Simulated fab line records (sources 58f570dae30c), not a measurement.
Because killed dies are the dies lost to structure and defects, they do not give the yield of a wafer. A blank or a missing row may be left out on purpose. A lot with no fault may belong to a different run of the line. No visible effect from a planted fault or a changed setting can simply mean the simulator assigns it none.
A struck lot beside a sound one :: flow berkeley_cmos170 :: 15 out of 331 route steps
Sound: wafers L606.2, L606.3, L606.5. Wafers L620.2, L620.3, L620.5 were the ones struck. The cause is given at the end.
Order at every step that has rows: each side's tool, ch and its chambers, its first start. Under that, the readings that differ: sound wafers :: struck wafers :: difference of the means :: sigmas: that difference in standard deviations of wafers without a fault.
alike: words and numbers the same on both sides, and readings whose means are apart by under 2 such deviations; not compared: readings that were withheld, readings missing a value for some wafer, numbers with overlapping values and no deviation given by the record, and bounds like >300 which may hide the same value.
Wherever a step has rows on one side only, a row that says differs or no value, or a row with sigmas, the two part there. Numbers that don't overlap but have no deviation are shown without sigmas and don't part them. A reading that every wafer of one side lacks parts them only if that side has two wafers or more.

UCB170_CONTACT_STRIP_06: strips in O2.
  sound on plasma_asher-01 ch 0,1, day 9 15:07; struck on plasma_asher-04 ch 0,1, day 12 07:14
  alike: drypump_motor_current_A, oes_product_au, strip_time_to_endpoint_s
  not compared: rf_hours_counter_h
then, 1 step without rows for these wafers: UCB170_CONTACT_CLEAN_07 (cleans in SPM, time 600 s).
UCB170_CONTACT_RTA_08: time 10 s.
  sound on rtp_anneal-01 ch 0, day 9 15:24; struck on rtp_anneal-02 ch 0, day 12 07:31
reading: lamp_power_pct (%)
sound: 22.3 22.2 22.2
struck: 24.0 24.0 24.0
difference: +1.8
sigmas: +2
  alike: wafer_temp_C_max
then, 6 steps without rows for these wafers: UCB170_CONTACT_COAT_09; UCB170_CONTACT_COAT_10 (resist thk 900 nm); UCB170_CONTACT_SOFTBAKE_11 (time 60 s); UCB170_CONTACT_EXPOSE_12 (exposes mask CONT, target cd 700 nm); UCB170_CONTACT_PEB_13; UCB170_CONTACT_DEVELOP_14 (develop time 45 s).
UCB170_CONTACT_CD_MEAS_15: the cd target is 700 nm.
  sound on cd_sem-02, day 9 16:26; struck on cd_sem-02, day 12 08:26
  alike: cd_nm
UCB170_CONTACT_OVL_MEAS_16:
  sound on overlay-01, day 9 16:32; struck on overlay-02, day 12 08:32
  alike: CONTACT_OVL
UCB170_CONTACT_ETCH_17: etches BARC in N2/H2.
  sound on rie_diel-02 ch 3, day 9 16:34; struck on rie_diel-03 ch 2,3, day 12 08:34
reading: throttle_valve_pct (%)
sound: 13.14 13.13 13.17
struck: 13.63 13.48 13.48
difference: +0.38
sigmas: +2
  alike: drypump_motor_current_A, oes_product_au
UCB170_CONTACT_ETCH_18: etches PSG in CHF3/CF4/Ar, stops on TiSi2, target depth 840 nm, time 195 s.
  sound on rie_diel-02 ch 3, day 9 16:00; struck on rie_diel-03 ch 2,3, day 12 08:00
reading: oes_product_au (a.u.)
sound: 0.867 0.872 0.863
struck: 0.928 0.937 0.935
difference: +0.066
sigmas: +5

reading: run_length_s (s)
sound: 223.1 223.1 223.0
struck: 217.3 216.6 216.8
difference: -6.2
sigmas: -13

reading: throttle_valve_pct (%)
sound: 6.78 6.76 6.75
struck: 7.10 6.99 6.98
difference: +0.26
sigmas: +2

reading: model.KrF_of_CONTACT_COAT_10.thk_nm (nm)
sound: 697.6 697.2 694
struck: 699.9 699.3 699
difference: +3.1
sigmas: 
  alike: drypump_motor_current_A
  not compared: rf_hours_counter_h
UCB170_CONTACT_STRIP_19: strips in O2.
  sound on plasma_asher-04 ch 0,1, day 9 16:49; struck on plasma_asher-01 ch 0,1, day 12 08:44
  alike: drypump_motor_current_A, oes_product_au
  not compared: rf_hours_counter_h
next, for these wafers, 1 step has no rows: UCB170_M3_PROBE_99.

## WHERE THEY PART
At UCB170_CONTACT_RTA_08 first; at UCB170_CONTACT_ETCH_18 last (within this record only). Later steps at which nothing parts them and some readings are alike: UCB170_CONTACT_STRIP_19.

WHY: what the simulator had put in
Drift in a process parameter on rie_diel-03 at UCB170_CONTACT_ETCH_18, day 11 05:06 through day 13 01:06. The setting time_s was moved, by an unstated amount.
